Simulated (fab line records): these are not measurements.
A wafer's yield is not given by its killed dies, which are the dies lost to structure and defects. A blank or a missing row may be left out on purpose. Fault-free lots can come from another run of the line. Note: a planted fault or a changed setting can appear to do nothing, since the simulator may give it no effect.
A struck lot beside a sound one	flow rit-cmos	27 out of 202 route steps
Sound: the wafers L941.1, L941.4, L941.6. Wafers struck: L953.1, L953.3, L953.5. The cause is named last.
At each step with rows: each side's tool, then ch and its chambers, then its first start. Under that, the readings that differ: sound wafers	struck wafers	difference of the means	sigmas: that difference in standard deviations of wafers without a fault.
alike: same words and numbers on both sides, and readings whose means sit less than 2 such deviations apart. not compared: any withheld reading, any reading some wafer has no value for, any bound like >300 that may hide the same value, and any number with overlapping values for which the record gives no deviation.
Wherever a step has rows on one side only, a row that says differs or no value, or a row with sigmas, the two part there. When numbers do not overlap yet have no deviation, they are printed without sigmas and do not part them. A reading that every wafer of one side lacks parts them only if that side has two wafers or more.

first, 4 steps without rows for these wafers: RIT_CONTACT_SOFTBAKE_04 (time 60 s); RIT_CONTACT_EXPOSE_05 (exposes mask M11, target cd 1000 nm); RIT_CONTACT_PEB_06; RIT_CONTACT_DEVELOP_07 (develop time 120 s).
RIT_CONTACT_CD_MEAS_08: target cd 1000 nm.
  sound on cd-sem-01, day 3 10:20; struck on cd-sem-02, day 5 15:13
  alike: cd-nm
RIT_CONTACT_OVL_MEAS_09:
  sound on overlay-02, day 3 10:28; struck on overlay-02, day 5 15:20
  alike: CONTACT_OVL
then, 1 step without rows for these wafers: RIT_CONTACT_HARDBAKE_10 (time 60 s).
RIT_CONTACT_ETCH_11: etches SiO2 in CHF3/CF4/Ar, stops on TiSi2, target depth 480 nm, time 320 s.
  sound on rie-diel-03 ch 0,3, day 3 10:38; struck on rie-diel-02 ch 0,1,3, day 5 15:31
  alike: cf4-flow-sccm, drypump-motor-current-A, oes-product-au, throttle-valve-pct
  not compared: rf-hours-counter-h
RIT_CONTACT_STRIP_12: strips in O2, time 180 s.
  sound on plasma-asher-03 ch 0, day 3 10:50; struck on plasma-asher-02 ch 1, day 5 15:43
  alike: drypump-motor-current-A
  not compared: rf-hours-counter-h
RIT_CONTACT_CD_MEAS_90: target cd 1000 nm.
  sound on cd-sem-02, day 3 11:01; struck on cd-sem-02, day 5 15:53
  alike: cd-nm
then, 2 steps without rows for these wafers: RIT_CONTACT_CLEAN_13 (cleans in SC1, time 600 s); RIT_CONTACT_CLEAN_14 (cleans in SC2, time 600 s).
RIT_M1_SPUTTER_00: material Al, target thk 400 nm, time 500 s.
  sound on pvd-sputter-01, day 3 11:29; struck on pvd-sputter-02, day 5 16:22
  no value came back on the struck wafers for cathode-dc-power-W (W), chamber-pressure-pa (Pa), throttle-valve-pct (%), time-s (s); on the sound wafers cathode-dc-power-W (W) reads 1999.4 1999.9 1999.9
RIT_M1_RS_MEAS_01: measures by four-point-probe.
  sound on film-metro-03, day 3 11:47; struck on film-metro-03, day 5 16:40
reading	sound	struck	difference	sigmas
M1_AL_RS (ohm/sq)	0.0741 0.0746 0.0742	- - -	no value on the struck wafers	
RIT_M1_THK_MEAS_02: measures by xrf.
  sound on film-metro-03, day 3 11:54; struck on film-metro-03, day 5 16:47
reading	sound	struck	difference	sigmas
M1_AL_THK (nm)	397 396 396	<1 <1 <1	differs	
then, 6 steps without rows for these wafers: RIT_M1_HMDS_03 (prime time 60 s); RIT_M1_COAT_04 (resist thk 1300 nm); RIT_M1_SOFTBAKE_05 (time 60 s); RIT_M1_EXPOSE_06 (exposes mask M12, target cd 2600 nm); RIT_M1_PEB_07; RIT_M1_DEVELOP_08 (develop time 68 s).
RIT_M1_CD_MEAS_09: target cd 2600 nm.
  sound on cd-sem-02, day 3 13:00; struck on cd-sem-01, day 5 17:43
  alike: cd-nm
RIT_M1_OVL_MEAS_10:
  sound on overlay-02, day 3 13:07; struck on overlay-01, day 5 17:50
  alike: M1_OVL
then, 1 step without rows for these wafers: RIT_M1_HARDBAKE_11 (time 120 s).
RIT_M1_METAL_ETCH_12: etches Al in Cl2/BCl3, stops on SiO2, time 165 s, target depth 600 nm.
  sound on rie-metal-01 ch 0, day 3 13:24; struck on rie-metal-01 ch 0,1, day 5 18:08
reading	sound	struck	difference	sigmas
oes-product-au (a.u.)	0.754 0.754 0.756	0.337 0.321 0.341	-0.422	-30
  alike: drypump-motor-current-A, throttle-valve-pct
  not compared: rf-hours-counter-h
then, 1 step without rows for these wafers: RIT_M1_STRIP_13 (strips in nmp, time 600 s).
RIT_M1_PROBE_99:
  sound on prober-01, day 3 15:40; struck on prober-01, day 5 20:23
reading	sound	struck	difference	sigmas
defect-limited-yield (%)	97.3 97.3 97.7	0 0 0	-97	-89
killed_at_M0_to_M3	0 0 0	262 259 263	+261	+99 or more
killed-dies	7 7 6	264 264 264	+257	+86
killed-on-rim	3 1 1	70 70 70	+68	+53
sort_bin_3_pad_short (%)	0.8 0 0	26.1 27.7 20.5	+24.5	+99 or more
sort_bin_5_function (%)	0.8 1.5 0.4	70.8 70.5 75.4	+71.3	+91
sort_bin_6_memory (%)	1.1 1.1 1.9	3.0 1.9 4.2	+1.7	+2
sort-n-pass	257.0 257.0 258.0	0 0 0	-257	-86
sort-yield-pct (%)	97.3 97.3 97.7	0 0 0	-97	-89
  alike: killed-at-contacts, killed-at-front-end, killed-open, killed-short

WHERE THEY PART
Last at RIT_M1_PROBE_99 as far as this record goes, first at RIT_M1_SPUTTER_00.

WHY: what the simulator had put in
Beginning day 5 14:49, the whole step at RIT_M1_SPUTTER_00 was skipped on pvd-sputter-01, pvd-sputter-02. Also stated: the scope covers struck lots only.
